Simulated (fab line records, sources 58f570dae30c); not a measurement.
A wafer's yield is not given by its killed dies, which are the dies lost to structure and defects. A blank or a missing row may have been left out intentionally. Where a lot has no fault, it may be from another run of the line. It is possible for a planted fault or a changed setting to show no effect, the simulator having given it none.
The tool behind it: which one?	flow berkeley-cmos170	15 lots with 45 wafers sampled at 6 steps, on a route of 331 steps

== WHAT EACH GAUGE READ, for each wafer ==
UCB170_START_BOW_MEAS_00. Usual: INCOMING_BOW -1 um, standard deviation 6.9.
lot	measured	on	INCOMING_BOW (um)	flag
L801	day 1 10:00	film-metro-01	9 1 -1	
L803	day 1 20:00	film-metro-02	-8 4 -10	
L806	day 2 11:00	film-metro-04	-2 5 14	
L807	day 2 16:00	film-metro-02	-10 -8 -11	
L809	day 3 02:04	film-metro-01	3 10 12	
L810	day 3 07:00	film-metro-01	3 -4 -8	
L812	day 3 17:00	film-metro-01	-10 3 4	
L813	day 3 22:02	film-metro-01	-10 -14 0	
L814	day 4 03:01	film-metro-02	3 1 2	
L815	day 4 08:04	film-metro-02	-4 9 5	
L816	day 4 13:00	film-metro-02	-3 -6 0	
L817	day 4 18:01	film-metro-01	1 -8 0	
L818	day 4 23:00	film-metro-02	-5 2 6	
L819	day 5 04:01	film-metro-02	-2 -5 13	
L820	day 5 09:00	film-metro-01	0 3 -16	

UCB170_PVT_OVL_MEAS_06. Usual: PVT_OVL -2 nm, standard deviation 4.7.
lot	measured	on	PVT_OVL (nm)	flag
L801	day 5 15:35	overlay-02	-6 -9 2	
L803	day 6 00:39	overlay-02	-8 1 9	
L806	day 7 05:45	overlay-02	-3 -8 -4	
L807	day 7 05:28	overlay-01	-4 0 -1	
L809	day 7 19:37	overlay-02	-2 6 -5	
L810	day 7 19:02	overlay-02	-12 -3 -5	
L812	day 7 19:53	overlay-02	3 5 1	
L813	day 8 11:44	overlay-02	3 2 -2	
L814	day 8 22:01	overlay-01	-6 3 -6	
L815	day 8 21:57	overlay-02	-13 5 -8	
L816	day 9 06:16	overlay-01	-2 -5 4	
L817	day 8 22:13	overlay-01	-1 -4 3	
L818	day 9 05:16	overlay-02	0 -9 -2	
L819	day 9 05:32	overlay-01	-6 3 -5	
L820	day 9 17:38	overlay-01	1 6 6	

UCB170_GATE_THK_MEAS_05. Usual: GATE_POLY_THK 214.1 nm, standard deviation 2.
lot	measured	on	GATE_POLY_THK (nm)	flag
L801	day 6 03:12	film-metro-01	214.2 213.3 212.6	
L803	day 6 13:08	film-metro-03	216.1 214.6 215.9	
L806	day 7 15:07	film-metro-04	211.8 214.6 212.2	
L807	day 7 15:07	film-metro-01	210.8 211.7 210.8	
L809	day 8 06:29	film-metro-03	217.2 217.2 216.4	
L810	day 8 06:31	film-metro-03	214.2 213.1 213.1	
L812	day 8 06:27	film-metro-04	214.6 216.7 215.5	
L813	day 8 21:57	film-metro-03	216.4 216.0 214.9	
L814	day 9 07:31	film-metro-04	210.5 213.8 211.2	
L815	day 9 07:34	film-metro-03	215.2 215.3 217.1	
L816	day 9 15:22	film-metro-04	336.4 336.9 337.1	OFF
L817	day 9 07:31	film-metro-01	216.1 217.1 217.0	
L818	day 9 15:18	film-metro-04	336.0 336.5 331.7	OFF
L819	day 9 15:19	film-metro-01	335.6 337.3 337.4	OFF
L820	day 10 02:58	film-metro-01	212.5 212.8 213.8	

UCB170_V1_CD_MEAS_12: target cd 700 nm. Usual: cd-nm 700.2 nm, standard deviation 1.4.
lot	measured	on	cd-nm (nm)	flag
L801	day 7 13:52	cd-sem-02	698.3 699.5 699.9	
L803	day 7 20:14	cd-sem-01	700.7 702.5 701.9	
L806	day 8 21:23	cd-sem-01	699.9 701.9 702.3	
L807	day 8 22:11	cd-sem-02	699.4 700.1 700.1	
L809	day 9 17:44	cd-sem-02	701.2 700.2 700.6	
L810	day 9 17:56	cd-sem-02	700.9 699.4 701.4	
L812	day 9 17:24	cd-sem-02	702.3 701.2 701.9	
L813	day 10 09:59	cd-sem-02	700.3 700.8 700.0	
L814	day 10 19:23	cd-sem-02	701.2 701.6 702.7	
L815	day 10 19:26	cd-sem-01	700.1 699.2 698.2	
L817	day 10 22:28	cd-sem-01	698.7 698.1 699.4	
L818	day 10 22:34	cd-sem-02	700.2	
L820	day 11 17:39	cd-sem-02	699.8 699.2 699.6	

== TOOL THAT RAN EACH LOT (tool first, then ch and the chambers of the sampled wafers, then the start) ==
lot	UCB170_GATE_CVD_04	UCB170_GATE_ETCH_15
L801	lpcvd-01 ch 1, day 6 01:40	rie-si-02 ch 2,3, day 6 04:52
L803	lpcvd-02 ch 0, day 6 11:44	rie-si-02 ch 0,2, day 6 14:30
L806	lpcvd-01 ch 0, day 7 13:43	rie-si-02 ch 1,2,3, day 7 17:32
L807	lpcvd-01 ch 0, day 7 13:43	rie-si-02 ch 1,2,3, day 7 18:04
L809	lpcvd-02 ch 0, day 8 05:03	rie-si-01 ch 0,1,2, day 8 07:41
L810	lpcvd-02 ch 0, day 8 05:03	rie-si-02 ch 1,3, day 8 08:17
L812	lpcvd-02 ch 0, day 8 05:03	rie-si-02 ch 1,2,3, day 8 07:55
L813	lpcvd-01 ch 0, day 8 19:50	rie-si-01 ch 0,2,3, day 8 23:15
L814	lpcvd-02 ch 0, day 9 06:06	rie-si-02 ch 0,1, day 9 08:37
L815	lpcvd-02 ch 0, day 9 06:06	rie-si-02 ch 0,1,3, day 9 09:07
L816	lpcvd-02 ch 1, day 9 13:54	rie-si-01 ch 0,3, day 9 17:08
L817	lpcvd-02 ch 0, day 9 06:06	rie-si-01 ch 2,3, day 9 08:53
L818	lpcvd-02 ch 1, day 9 13:54	rie-si-01 ch 1,2,3, day 9 16:24
L819	lpcvd-02 ch 1, day 9 13:54	rie-si-02 ch 0,1,3, day 9 16:38
L820	lpcvd-01 ch 1, day 10 01:34	rie-si-02 ch 1,2,3, day 10 04:24
- UCB170_GATE_CVD_04: deposits poly-Si from SiH4, time 1440 s, target thk 214 nm.
- UCB170_GATE_ETCH_15: etches poly-Si in HBr/Cl2, stops on SiO2, time 56.3 s, target depth 278.2 nm.

== WHAT THE TOOLS THEMSELVES READ (means of the sampled wafers that have a number; where no wafer has one, the mark that the record gives instead) ==
UCB170_GATE_CVD_04. Usual: spike-tc-load-C 630.4 C, standard deviation 2.1.
lot	tool	spike-tc-load-C (C)	flag
L801	lpcvd-01	634.4	
L803	lpcvd-02	630.1	
L806	lpcvd-01	630.9	
L807	lpcvd-01	630.8	
L809	lpcvd-02	629.3	
L810	lpcvd-02	630.1	
L812	lpcvd-02	628.8	
L813	lpcvd-01	631.1	
L814	lpcvd-02	629.7	
L815	lpcvd-02	629.9	
L816	lpcvd-02	627.9	
L817	lpcvd-02	629.1	
L818	lpcvd-02	627.3	
L819	lpcvd-02	627.3	
L820	lpcvd-01	634.0	

UCB170_GATE_ETCH_15. Usual: HBr_flow_sccm 150.0 sccm, standard deviation 0.44; drypump-motor-current-A 5.3 A, standard deviation 0.38; he-backside-leak-sccm 2.61 sccm, standard deviation 0.19; mfc-cl2-sccm 50.00 sccm, standard deviation 0.16; oes-product-au 0.831 a.u., standard deviation 0.011; throttle-valve-pct 26.49 %, standard deviation 0.23.
lot	tool	HBr_flow_sccm (sccm)	drypump-motor-current-A (A)	he-backside-leak-sccm (sccm)	mfc-cl2-sccm (sccm)	oes-product-au (a.u.)	throttle-valve-pct (%)	flag
L801	rie-si-02	150.4	5.3	2.55	50.12	0.827	26.44	
L803	rie-si-02	149.8	5.5	2.58	50.04	0.832	26.50	
L806	rie-si-02	150.2	5.1	2.55	49.83	0.829	26.50	
L807	rie-si-02	149.8	5.1	2.67	50.01	0.822	26.50	
L809	rie-si-01	149.9	5.5	2.65	49.87	0.842	26.48	
L810	rie-si-02	150.1	5.0	2.82	49.92	0.831	26.56	
L812	rie-si-02	150.0	5.1	2.63	50.11	0.841	26.50	
L813	rie-si-01	150.1	5.6	2.54	49.84	0.838	26.58	
L814	rie-si-02	149.8	5.3	2.50	49.89	0.815	26.48	
L815	rie-si-02	150.1	5.2	2.70	50.05	0.830	26.44	
L816	rie-si-01	149.9	6.0	2.54	50.07	1.027	26.81	OFF
L817	rie-si-01	149.9	5.3	2.55	50.00	0.842	26.36	
L818	rie-si-01	150.1	5.3	2.57	50.00	1.022	26.33	OFF
L819	rie-si-02	150.3	5.2	2.63	49.85	0.995	26.45	OFF
L820	rie-si-02	150.4	5.1	2.56	49.98	0.834	26.50	

== THE ANSWER, worked out from the rows above alone ==
Rule: a lot counts as off when the mean over its wafers that have a number is more than 3 standard deviations away from the usual mean. Also off: a lot with no number at a reading for which 4 or more lots have one. The other lots that the step has rows for count as sound. First the gauges in route order, then the tools' own readings, where a lot's mean is used as printed above. At the first step where some lot is off, the reading lying furthest off is the one used; lots without a number count as furthest.
Off: L816, L818, L819, seen at UCB170_GATE_THK_MEAS_05 (GATE_POLY_THK).
A tool fits if, at a process step before that reading, it ran every lot that is off, and no sound lot after the first of them. Not tried: the gauges at UCB170_GATE_THK_MEAS_05; whatever is off there is also off at UCB170_GATE_ETCH_15, on other tools, and gauge error can't account for it. One fits: UCB170_GATE_CVD_04 on lpcvd-02. A fault onset in the window from L814 (day 9 06:06, its last sound lot) to L816 (day 9 13:54, its first lot off) fits.

== WHAT THE SIMULATOR HAD PUT IN ==
lpcvd-02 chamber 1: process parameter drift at UCB170_GATE_CVD_04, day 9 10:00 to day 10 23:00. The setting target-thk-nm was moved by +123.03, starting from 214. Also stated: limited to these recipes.
Shown lots that were struck: L816, L818, L819. The rule above reached the same finding.
